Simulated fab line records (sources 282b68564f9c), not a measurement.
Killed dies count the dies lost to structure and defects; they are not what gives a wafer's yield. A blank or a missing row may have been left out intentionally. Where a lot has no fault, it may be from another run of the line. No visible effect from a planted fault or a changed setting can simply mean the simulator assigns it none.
The tool behind it: which one? -- flow rit_cmos -- 48 wafers from 16 lots sampled at 2 of the route's 202 steps

WHAT EACH GAUGE READ, for each wafer
RIT_PRETRO_OVL_MEAS_06. Usual: PRETRO_OVL gives -0.5 nm (standard deviation 1.4).
lot,measured,on,PRETRO_OVL (nm),flag
L926,day 2 07:20,overlay-01,0.6 0.0 -1.2,
L927,day 2 16:32,overlay-02,0.6 -0.9 1.2,
L928,day 2 23:32,overlay-01,-1.1 -0.8 1.4,
L929,day 3 06:05,overlay-01,-2.8 -0.3 -2.7,
L931,day 3 16:03,overlay-01,-5.0 -1.9 -3.2,
L934,day 4 05:01,overlay-01,-1.0 -1.1 -2.3,
L935,day 4 10:01,overlay-02,-1.6 0.3 -0.2,
L936,day 4 18:04,overlay-01,-1.9 0.0 -1.8,
L938,day 5 01:52,overlay-01,-0.5 1.0 0.1,
L939,day 5 06:43,overlay-01,0.9 0.0 -0.6,
L940,day 5 09:02,overlay-02,-150.9 -150.9 -150.1,OFF
L941,day 5 13:57,overlay-01,-149.8 -149.9 -147.6,OFF
L942,day 5 18:13,overlay-02,-150.6 -149.6 -151.7,OFF
L943,day 5 22:24,overlay-02,-148.1 -149.4 -148.4,OFF
L944,day 6 03:04,overlay-02,2.4 1.1 -0.3,
L949,day 7 05:16,overlay-01,-3.7 -2.6 -3.2,

EACH LOT AND THE TOOL THAT RAN IT (in order: tool; ch and the chambers of the sampled wafers; start)
lot,RIT_PRETRO_EXPOSE_03
L926,"iline_stepper-02 ch 0, day 2 06:54"
L927,"iline_stepper-01 ch 0, day 2 16:07"
L928,"iline_stepper-02 ch 0, day 2 23:07"
L929,"iline_stepper-01 ch 0, day 3 05:41"
L931,"iline_stepper-01 ch 0, day 3 15:39"
L934,"iline_stepper-01 ch 0, day 4 04:36"
L935,"iline_stepper-01 ch 0, day 4 09:33"
L936,"iline_stepper-02 ch 0, day 4 17:35"
L938,"iline_stepper-02 ch 0, day 5 01:26"
L939,"iline_stepper-01 ch 0, day 5 06:11"
L940,"iline_stepper-02 ch 0, day 5 08:37"
L941,"iline_stepper-02 ch 0, day 5 13:31"
L942,"iline_stepper-02 ch 0, day 5 17:49"
L943,"iline_stepper-02 ch 0, day 5 21:59"
L944,"iline_stepper-01 ch 0, day 6 02:38"
L949,"iline_stepper-01 ch 0, day 7 04:50"
- RIT_PRETRO_EXPOSE_03: exposes mask M5, target cd 43700 nm.

AS READ BY THE TOOLS THEMSELVES (means over the sampled wafers that have a number; for cases with no such wafer, the mark the record gives instead)
RIT_PRETRO_EXPOSE_03. Usual: exposure_dose_mJ_cm2 reads 250.03 (standard deviation 0.28).
lot,tool,exposure_dose_mJ_cm2,flag
L926,iline_stepper-02,249.99,
L927,iline_stepper-01,250.29,
L928,iline_stepper-02,250.05,
L929,iline_stepper-01,250.14,
L931,iline_stepper-01,250.22,
L934,iline_stepper-01,250.52,
L935,iline_stepper-01,249.60,
L936,iline_stepper-02,249.96,
L938,iline_stepper-02,249.75,
L939,iline_stepper-01,249.99,
L940,iline_stepper-02,250.19,
L941,iline_stepper-02,250.20,
L942,iline_stepper-02,249.74,
L943,iline_stepper-02,249.76,
L944,iline_stepper-01,249.84,
L949,iline_stepper-01,249.83,

THE ANSWER, worked out from the rows above alone
Rule: a lot is off if the mean of its wafers that have a number lies more than 3 standard deviations from the usual mean. A lot without any number at a reading at which 4 lots or more have one is off too. The other lots that the step has rows for count as sound. After the gauges, taken in route order, come the tools' own readings; for these a lot's mean is taken, as printed above. At the first step where some lot is off, the reading lying furthest off is the one used; lots without a number count as furthest.
Off: L940, L941, L942, L943, seen at RIT_PRETRO_OVL_MEAS_06 (PRETRO_OVL).
A tool fits if, at a process step before that reading, it ran every lot that is off, and no sound lot after the first of them. Those tools and the gauges at RIT_PRETRO_OVL_MEAS_06 are tried in the same way. One candidate fits, namely iline_stepper-02 at RIT_PRETRO_EXPOSE_03. A fault onset in the window from L938 (day 5 01:26, its last sound lot) to L940 (day 5 08:37, its first lot off) fits.

WHAT HAD BEEN PUT IN BY THE SIMULATOR
Scanner matching overlay: iline_stepper-02, from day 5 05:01 on, at RIT_PRETRO_EXPOSE_03. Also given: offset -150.
Struck lots among those shown: L940, L941, L942, L943. The rule above found the same.
